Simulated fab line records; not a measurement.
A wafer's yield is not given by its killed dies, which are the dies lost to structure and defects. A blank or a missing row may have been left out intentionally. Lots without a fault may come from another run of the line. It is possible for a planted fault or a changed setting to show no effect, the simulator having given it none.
Which tool did it? + flow berkeley-cmos170 + 6 lots, 18 wafers sampled, at 2 steps of a route of 331

## WHAT THE GAUGES SHOWED, per wafer
UCB170_NWELL_OVL_MEAS_12.
| lot  | measured    | on         | NWELL_OVL (nm) |
|------|-------------|------------|----------------|
| L398 | day 2 16:17 | overlay-02 | -3 4 -1        |
| L400 | day 3 06:15 | overlay-01 | 14 11 6        |
| L406 | day 4 09:37 | overlay-02 | 8 1 4          |
| L410 | day 5 08:18 | overlay-02 | -6 -6 -5       |
| L412 | day 5 12:02 | overlay-01 | 5 -11 0        |
| L418 | day 6 21:05 | overlay-02 | -4 4 -3        |

## WHAT TOOL EACH LOT RAN ON (gives the tool, then ch and the chambers of the sampled wafers, and finally the start)
| lot  | UCB170_NWELL_EXPOSE_09           |
|------|----------------------------------|
| L398 | krf-scanner-01 ch 0, day 2 15:53 |
| L400 | krf-scanner-02 ch 0, day 3 05:52 |
| L406 | krf-scanner-02 ch 0, day 4 09:13 |
| L410 | krf-scanner-02 ch 0, day 5 07:09 |
| L412 | krf-scanner-01 ch 0, day 5 11:38 |
| L418 | krf-scanner-02 ch 0, day 6 20:44 |
- UCB170_NWELL_EXPOSE_09: exposes mask NWELL, target cd 3000 nm.

## THE ANSWER, worked out from the rows above alone
Rule: usual is defined by the lots themselves. Put in order of their means at a reading, lots are off if they are a third of the lots or fewer, leave a main group of 4 or more, and stand apart from it by a gap of 3 or more times the standard deviation of the main group's means; of several such gaps the widest counts. If all means in a main group match to the digits the tables above print for the reading, that group is not used. A lot without any number at a reading at which 4 lots or more have one is off too. Where the step has rows for the other lots, those lots are counted as sound.
None of the lots is off at any reading shown; this tells nothing.

## WHAT THE SIMULATOR HAD PUT IN
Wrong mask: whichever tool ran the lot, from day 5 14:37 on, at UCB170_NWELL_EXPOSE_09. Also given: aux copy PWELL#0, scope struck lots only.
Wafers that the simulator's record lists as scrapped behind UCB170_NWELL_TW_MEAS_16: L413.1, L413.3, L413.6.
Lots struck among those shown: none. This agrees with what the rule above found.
